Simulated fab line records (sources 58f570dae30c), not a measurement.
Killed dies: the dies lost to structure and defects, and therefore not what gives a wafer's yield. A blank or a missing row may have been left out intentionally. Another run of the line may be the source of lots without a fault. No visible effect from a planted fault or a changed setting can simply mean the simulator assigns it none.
Commonality check across tools / flow berkeleyCmos170 / Sample size 14 lots and 48 wafers

THE REASON FOR OPENING IT
UCB170_NLDD_TW_MEAS_11, reading NLDD_TW: flagged on 2 of 14 lots. Fault-free wafers read 2201, with a standard deviation of 18.
Rule: flag the lot when none of its wafers has a number, or when each of its wafers that has one lies beyond 4 standard deviations from that mean. The rest of the lots are taken to be sound.

lot=L797; measured=day 6 04:57; on=filmMetro-01; NLDD_TW, wafer by wafer=2196 2206 2207; flag=
lot=L798; measured=day 6 05:07; on=filmMetro-02; NLDD_TW, wafer by wafer=2180 2180 2189; flag=
lot=L799; measured=day 6 15:24; on=filmMetro-03; NLDD_TW, wafer by wafer=2239 2231 2233; flag=
lot=L800; measured=day 7 03:47; on=filmMetro-01; NLDD_TW, wafer by wafer=2215 2206 2215; flag=
lot=L801; measured=day 7 09:47; on=filmMetro-01; NLDD_TW, wafer by wafer=2202 2205 2208; flag=
lot=L802; measured=day 7 09:59; on=filmMetro-02; NLDD_TW, wafer by wafer=2174 2182 2187; flag=
lot=L804; measured=day 8 08:37; on=filmMetro-02; NLDD_TW, wafer by wafer=2174 2182 2186; flag=
lot=L807; measured=day 8 17:50; on=filmMetro-02; NLDD_TW, wafer by wafer=2183 2185 2181; flag=
lot=L809; measured=day 9 01:49; on=filmMetro-02; NLDD_TW, wafer by wafer=2179 2185 2180; flag=
lot=L813; measured=day 9 16:30; on=filmMetro-01; NLDD_TW, wafer by wafer=30 30 30 30 30 30; flag=FLAGGED
lot=L812; measured=day 9 16:46; on=filmMetro-03; NLDD_TW, wafer by wafer=30 30 30 30 30 30; flag=FLAGGED
lot=L819; measured=day 10 16:41; on=filmMetro-03; NLDD_TW, wafer by wafer=2222 2228 2208; flag=
lot=L818; measured=day 10 16:43; on=filmMetro-01; NLDD_TW, wafer by wafer=2197 2191 2198; flag=
lot=L820; measured=day 11 14:47; on=filmMetro-02; NLDD_TW, wafer by wafer=2178 2186 2194; flag=
The numbers of the flagged lots are 30 on average: -2171 against the usual, or -99 or more standard deviations.

WHICH TOOL EACH LOT WENT THROUGH
Before the reading, the record contains 2 process steps out of a 331-step route. In each cell: the tool, then ch and the chambers that the sampled wafers went through, then the start.
lot=L797; flag=; UCB170_PLDD_STRIP_10=plasmaAsher-03 ch 0,1, day 6 02:40; UCB170_NLDD_STRIP_10=plasmaAsher-01 ch 1, day 6 04:51
lot=L798; flag=; UCB170_PLDD_STRIP_10=plasmaAsher-03 ch 0,1, day 6 02:57; UCB170_NLDD_STRIP_10=plasmaAsher-04 ch 0,1, day 6 05:01
lot=L799; flag=; UCB170_PLDD_STRIP_10=plasmaAsher-04 ch 0,1, day 6 13:21; UCB170_NLDD_STRIP_10=plasmaAsher-02 ch 0,1, day 6 15:19
lot=L800; flag=; UCB170_PLDD_STRIP_10=plasmaAsher-02 ch 0,1, day 6 23:29; UCB170_NLDD_STRIP_10=plasmaAsher-01 ch 0,1, day 7 03:41
lot=L801; flag=; UCB170_PLDD_STRIP_10=plasmaAsher-04 ch 0, day 7 07:27; UCB170_NLDD_STRIP_10=plasmaAsher-04 ch 0,1, day 7 09:40
lot=L802; flag=; UCB170_PLDD_STRIP_10=plasmaAsher-04 ch 0,1, day 7 07:43; UCB170_NLDD_STRIP_10=plasmaAsher-02 ch 0,1, day 7 09:53
lot=L804; flag=; UCB170_PLDD_STRIP_10=plasmaAsher-02 ch 0,1, day 8 06:41; UCB170_NLDD_STRIP_10=plasmaAsher-04 ch 0,1, day 8 08:31
lot=L807; flag=; UCB170_PLDD_STRIP_10=plasmaAsher-03 ch 0,1, day 8 15:37; UCB170_NLDD_STRIP_10=plasmaAsher-04 ch 0,1, day 8 17:44
lot=L809; flag=; UCB170_PLDD_STRIP_10=plasmaAsher-02 ch 0, day 8 22:47; UCB170_NLDD_STRIP_10=plasmaAsher-02 ch 0,1, day 9 01:43
lot=L813; flag=FLAGGED; UCB170_PLDD_STRIP_10=plasmaAsher-02 ch 0,1, day 9 14:29; UCB170_NLDD_STRIP_10=plasmaAsher-04 ch 0,1, day 9 16:23
lot=L812; flag=FLAGGED; UCB170_PLDD_STRIP_10=plasmaAsher-03 ch 0,1, day 9 14:42; UCB170_NLDD_STRIP_10=plasmaAsher-01 ch 0,1, day 9 16:40
lot=L819; flag=; UCB170_PLDD_STRIP_10=plasmaAsher-02 ch 0,1, day 10 14:26; UCB170_NLDD_STRIP_10=plasmaAsher-01 ch 0,1, day 10 16:35
lot=L818; flag=; UCB170_PLDD_STRIP_10=plasmaAsher-02 ch 0,1, day 10 14:42; UCB170_NLDD_STRIP_10=plasmaAsher-02 ch 0,1, day 10 16:36
lot=L820; flag=; UCB170_PLDD_STRIP_10=plasmaAsher-03 ch 0,1, day 11 12:56; UCB170_NLDD_STRIP_10=plasmaAsher-04 ch 0,1, day 11 14:41
These steps, and what they do:
- UCB170_PLDD_STRIP_10: strips in O2.
- UCB170_NLDD_STRIP_10: strips in O2.
- UCB170_NLDD_TW_MEAS_11

FLAGGED AGAINST TOTAL, ONE TOOL AT A TIME (gauges that did the reading follow at the end)
step=UCB170_PLDD_STRIP_10; tool=plasmaAsher-02; lots run=6; flagged=1; share of the flagged lots=some; sound lots run after its first flagged lot=2 (L819,L818)
step=UCB170_PLDD_STRIP_10; tool=plasmaAsher-03; lots run=5; flagged=1; share of the flagged lots=some; sound lots run after its first flagged lot=1 (L820)
step=UCB170_PLDD_STRIP_10; tool=plasmaAsher-04; lots run=3; flagged=0; share of the flagged lots=none; sound lots run after its first flagged lot=-
step=UCB170_NLDD_STRIP_10; tool=plasmaAsher-01; lots run=4; flagged=1; share of the flagged lots=some; sound lots run after its first flagged lot=1 (L819)
step=UCB170_NLDD_STRIP_10; tool=plasmaAsher-02; lots run=4; flagged=0; share of the flagged lots=none; sound lots run after its first flagged lot=-
step=UCB170_NLDD_STRIP_10; tool=plasmaAsher-04; lots run=6; flagged=1; share of the flagged lots=some; sound lots run after its first flagged lot=1 (L820)
step=UCB170_NLDD_TW_MEAS_11; tool=filmMetro-01; lots run=5; flagged=1; share of the flagged lots=some; sound lots run after its first flagged lot=1 (L818)
step=UCB170_NLDD_TW_MEAS_11; tool=filmMetro-02; lots run=6; flagged=0; share of the flagged lots=none; sound lots run after its first flagged lot=-
step=UCB170_NLDD_TW_MEAS_11; tool=filmMetro-03; lots run=3; flagged=1; share of the flagged lots=some; sound lots run after its first flagged lot=1 (L819)

WHAT IS ALLOWED BY THE TABLE
No row of the table ran every flagged lot.

WHAT WAS PUT IN BY THE SIMULATOR
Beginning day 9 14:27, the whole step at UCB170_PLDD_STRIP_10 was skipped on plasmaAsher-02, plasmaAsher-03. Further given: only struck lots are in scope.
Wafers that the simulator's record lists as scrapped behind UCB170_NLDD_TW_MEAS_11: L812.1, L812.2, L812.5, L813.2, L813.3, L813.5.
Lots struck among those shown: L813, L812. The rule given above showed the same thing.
